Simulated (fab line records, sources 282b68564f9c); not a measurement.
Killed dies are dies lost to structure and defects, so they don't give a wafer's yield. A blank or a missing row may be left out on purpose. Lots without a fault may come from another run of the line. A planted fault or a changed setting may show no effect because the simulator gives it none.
A struck lot beside a sound one | flow rit_cmos | 15 steps out of a route of 202
Sound: wafers L278.4, L278.5, L278.6. Struck: wafers L287.1, L287.3, L287.6. The cause comes at the end.
At each step with rows: each side's tool, then ch and its chambers, then its first start. Under that, the readings that differ: sound wafers | struck wafers | difference of the means | sigmas: that difference in standard deviations of wafers without a fault.
alike: readings whose means differ by less than 2 such deviations, and words and numbers that are the same on both sides. not compared: withheld readings, readings that some wafer has no value for, bounds like >300 that may hide the same value, and numbers for which the record gives no deviation and whose values overlap.
The two part at a step that has a row with sigmas, a row that says differs or no value, or rows on one side only. Numbers that don't overlap but have no deviation are shown without sigmas and don't part them. A reading that every wafer of one side lacks parts them only if that side has two wafers or more.

RIT_SILICIDE_RS_MEAS_02: measures by four-point-probe.
  sound on film_metro-01, day 4 00:31; struck on film_metro-03, day 6 05:03
  alike: SILICIDE_TI_RS
RIT_SILICIDE_THK_MEAS_03: measures by xrf.
  sound on film_metro-01, day 4 00:37; struck on film_metro-03, day 6 05:10
  alike: SILICIDE_TI_THK
RIT_SILICIDE_RTA_04: time 10 s, ramp up 5 s, ramp down 5 s.
  sound on rtp_anneal-02 ch 0, day 4 00:41; struck on rtp_anneal-02 ch 0, day 6 05:14
  alike: wafer_temp_C_max
then, 1 step without rows for these wafers: RIT_SILICIDE_WET_ETCH_05 (etches Ti in SPM, time 120 s).
RIT_SILICIDE_RTA_06: time 10 s, ramp up 5 s, ramp down 10 s.
  sound on rtp_anneal-01 ch 0, day 4 00:47; struck on rtp_anneal-02 ch 0, day 6 05:20
  alike: wafer_temp_C_max
RIT_CONTACT_CVD_00: deposits SiO2 from TEOS, target thk 400 nm, time 61 s.
  sound on pecvd-03 ch 0,1,2, day 4 00:50; struck on pecvd-03 ch 0,1,2, day 6 05:25
  alike: heater_power_w
RIT_CONTACT_THK_MEAS_01:
  sound on film_metro-04, day 4 00:54; struck on film_metro-04, day 6 05:28
  alike: CONTACT_TEOS_THK
then, 5 steps without rows for these wafers: RIT_CONTACT_HMDS_02 (prime time 60 s); RIT_CONTACT_COAT_03 (resist thk 1000 nm); RIT_CONTACT_SOFTBAKE_04 (time 60 s); RIT_CONTACT_EXPOSE_05 (exposes mask M11, target cd 1000 nm); RIT_CONTACT_PEB_06.
RIT_CONTACT_DEVELOP_07: develop time 120 s.
  sound on litho_track-04 ch 0, day 4 01:00; struck on litho_track-01 ch 0, day 6 06:00
  reading              | sound             | struck            | difference | sigmas
  developer_temp_C (C) | 23.08 23.10 23.13 | 23.61 23.65 23.73 | +0.56      | +6
RIT_CONTACT_CD_MEAS_08: target cd 1000 nm.
  sound on cd_sem-01, day 4 02:05; struck on cd_sem-02, day 6 06:29
  alike: cd_nm
RIT_M1_PROBE_99:
  sound on prober-01, day 4 08:46; struck on prober-01, day 6 11:41
  alike: killed_at_contacts, killed_at_front_end, killed_dies, killed_open, killed_short

WHERE THEY PART
Only at RIT_CONTACT_DEVELOP_07, within this record. Later steps at which nothing parts them and some readings are alike: RIT_CONTACT_CD_MEAS_08, RIT_M1_PROBE_99.

WHY: what the simulator had put in
Process parameter drift: litho_track-01, from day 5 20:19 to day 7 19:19, at RIT_CONTACT_DEVELOP_07. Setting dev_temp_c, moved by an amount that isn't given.
